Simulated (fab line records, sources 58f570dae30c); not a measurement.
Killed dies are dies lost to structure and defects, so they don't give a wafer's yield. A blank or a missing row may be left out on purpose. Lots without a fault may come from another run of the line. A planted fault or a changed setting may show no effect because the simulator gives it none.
One fault seen from 2 desks | flow berkeley_cmos170 | each desk has only its own numbers; what lay behind them comes last

THE TOOL OWNER'S DESK: plasma_asher-02
The tool's own readings at UCB170_NLDD_STRIP_10 (strips in O2): means of the sampled wafers that have a number, for each lot that ran on this tool. A lot is out of limits, marked OUT, if its mean lies more than 4 standard deviations from the usual mean; the brackets give that distance.
Columns: A = chamber_pressure_mTorr at UCB170_NLDD_STRIP_10, usual 3500 mTorr; B = drypump_motor_current_A at UCB170_NLDD_STRIP_10, usual 6.1 A; C = oes_product_au at UCB170_NLDD_STRIP_10, usual 0.734 a.u.; D = strip_time_to_endpoint_s at UCB170_NLDD_STRIP_10, usual 21.61 s
lot  | first seen here | A    | B   | C     | D
L213 | day 6 09:13     | 3503 | 6.3 | 0.730 | 21.63
L214 | day 6 12:01     | 3499 | 6.1 | 0.732 | 21.64
L215 | day 6 16:08     | 3500 | 6.1 | 0.735 | 21.65
L220 | day 7 21:30     | 3499 | 6.1 | 0.731 | 21.58
L233 | day 10 11:18    | 3498 | 6.4 | 0.738 | 21.59
L232 | day 10 11:50    | 3499 | 6.4 | 0.732 | 21.56
This desk's finding: nothing out of limits on any of the 6 lots.

THE METROLOGY DESK
What the gauges read, lot by lot, whatever tool the lot ran on: means of the sampled wafers that have a number. A lot is out of limits, marked OUT, if its mean lies more than 4 standard deviations from the usual mean; the brackets give that distance.
Columns: A = FIELD_OXIDE_LEFT_1_THK at UCB170_FIELD_THK_MEAS_90, usual 439 nm; B = PLDD_OVL at UCB170_PLDD_OVL_MEAS_07, usual 3 nm; C = PSD_TW at UCB170_PSD_TW_MEAS_10, usual 2338; D = cd_nm at UCB170_M2_CD_MEAS_90, usual 699.8 nm
lot  | first seen here | A   | B  | C                    | D
L212 | day 5 01:35     | 433 | 5  | 2348                 | 702.2
L213 | day 5 03:02     | 431 | 0  | 2357                 | 700.1
L214 | day 5 03:02     | 440 | 11 | 2328                 | 703.6
L215 | day 5 10:13     | 429 | -7 | 2349                 | 700.0
L220 | day 6 06:08     | 449 | 10 | 2348                 | 696.5
L219 | day 6 06:13     | 451 | 1  | 2330                 | 698.2
L221 | day 6 13:46     | 439 | 6  | 30 (-99 or more) OUT | -
L222 | day 6 22:10     | 433 | 3  | 30 (-99 or more) OUT | -
L223 | day 7 05:24     | 446 | 9  | 2326                 | 700.0
L232 | day 8 22:42     | 444 | 8  | 2319                 | 696.3
L231 | day 8 22:43     | 435 | -3 | 2322                 | 698.0
L233 | day 9 04:43     | 441 | 0  | 2355                 | 699.0
L234 | day 9 12:25     | 440 | -3 | 2308                 | 700.2
L235 | day 10 02:42    | 438 | 5  | 2341                 | 696.9
This desk's finding: out of limits on L221, L222; first on L221, day 8 08:08 (PSD_TW at UCB170_PSD_TW_MEAS_10). In limits: L212, L213, L214, L215, L220, L219, L223, L232, L231, L233, L234, L235.

PUT TOGETHER
The metrology desk could have raised an alarm at day 8 08:08, on L221, L222.
The tool owner's desk saw nothing out of limits.
The tool owner's desk has no number on record for L221, L222.
Of the lots named, all ran UCB170_NLDD_STRIP_10 on plasma_asher-02.

WHAT THE SIMULATOR HAD PUT IN
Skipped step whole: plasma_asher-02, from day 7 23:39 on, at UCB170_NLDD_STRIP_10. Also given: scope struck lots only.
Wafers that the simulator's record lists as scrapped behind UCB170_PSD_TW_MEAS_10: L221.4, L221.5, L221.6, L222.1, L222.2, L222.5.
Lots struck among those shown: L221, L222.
Hours from the fault's start to each desk's first reading out of limits: the metrology desk, 8.
